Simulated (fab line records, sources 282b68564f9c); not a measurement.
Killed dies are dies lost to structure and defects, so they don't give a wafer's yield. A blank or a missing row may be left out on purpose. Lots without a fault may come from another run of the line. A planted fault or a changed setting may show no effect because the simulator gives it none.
Which tool did it? | flow rit_cmos | 7 lots, 21 wafers sampled, at 2 steps of a route of 202

WHAT THE GAUGES READ, wafer by wafer
RIT_FOX1_THK_MEAS_01.
lot  | measured    | on            | FOX1_OXIDE_THK (nm)
L987 | day 2 10:11 | film_metro-01 | 355 365 365
L990 | day 3 01:11 | film_metro-01 | 349 353 355
L992 | day 3 09:10 | film_metro-01 | 345 353 350
L994 | day 3 21:22 | film_metro-01 | 357 357 350
L996 | day 4 06:50 | film_metro-02 | 345 345 347
L103 | day 5 17:22 | film_metro-02 | 289 292 291
L106 | day 6 07:48 | film_metro-02 | 303 311 298

WHICH TOOL RAN EACH LOT (tool, then ch and the chambers of the sampled wafers, then the start)
lot  | RIT_FOX1_OXIDATION_00
L987 | furnace-04 ch 0, day 2 08:51
L990 | furnace-03 ch 0, day 2 23:53
L992 | furnace-03 ch 0, day 3 07:51
L994 | furnace-04 ch 0, day 3 20:03
L996 | furnace-01 ch 0, day 4 05:31
L103 | furnace-03 ch 0, day 5 16:03
L106 | furnace-03 ch 0, day 6 06:29
- RIT_FOX1_OXIDATION_00: target thk 350.7 nm, ox time 1130 s.

THE ANSWER, worked out from the rows above alone
Rule: what is usual is taken from the lots themselves. Put in order of their means at a reading, lots are off if they are a third of the lots or fewer, leave a main group of 4 or more, and stand apart from it by a gap of 3 or more times the standard deviation of the main group's means; of several such gaps the widest counts. A main group whose means are all the same, to the digits that the tables above print for the reading, isn't used. A lot without any number at a reading at which 4 lots or more have one is off too. The other lots that the step has rows for count as sound.
Off: L103, L106, at RIT_FOX1_THK_MEAS_01 (FOX1_OXIDE_THK). The main group: mean 353 nm, standard deviation 5.4.
A tool fits if, at a process step before that reading, it ran every lot that is off, and no sound lot after the first of them. The gauges at RIT_FOX1_THK_MEAS_01 are tried like those tools. Can't be told from this: 2 tools fit, furnace-03 at RIT_FOX1_OXIDATION_00, film_metro-02 at RIT_FOX1_THK_MEAS_01.

WHAT THE SIMULATOR HAD PUT IN
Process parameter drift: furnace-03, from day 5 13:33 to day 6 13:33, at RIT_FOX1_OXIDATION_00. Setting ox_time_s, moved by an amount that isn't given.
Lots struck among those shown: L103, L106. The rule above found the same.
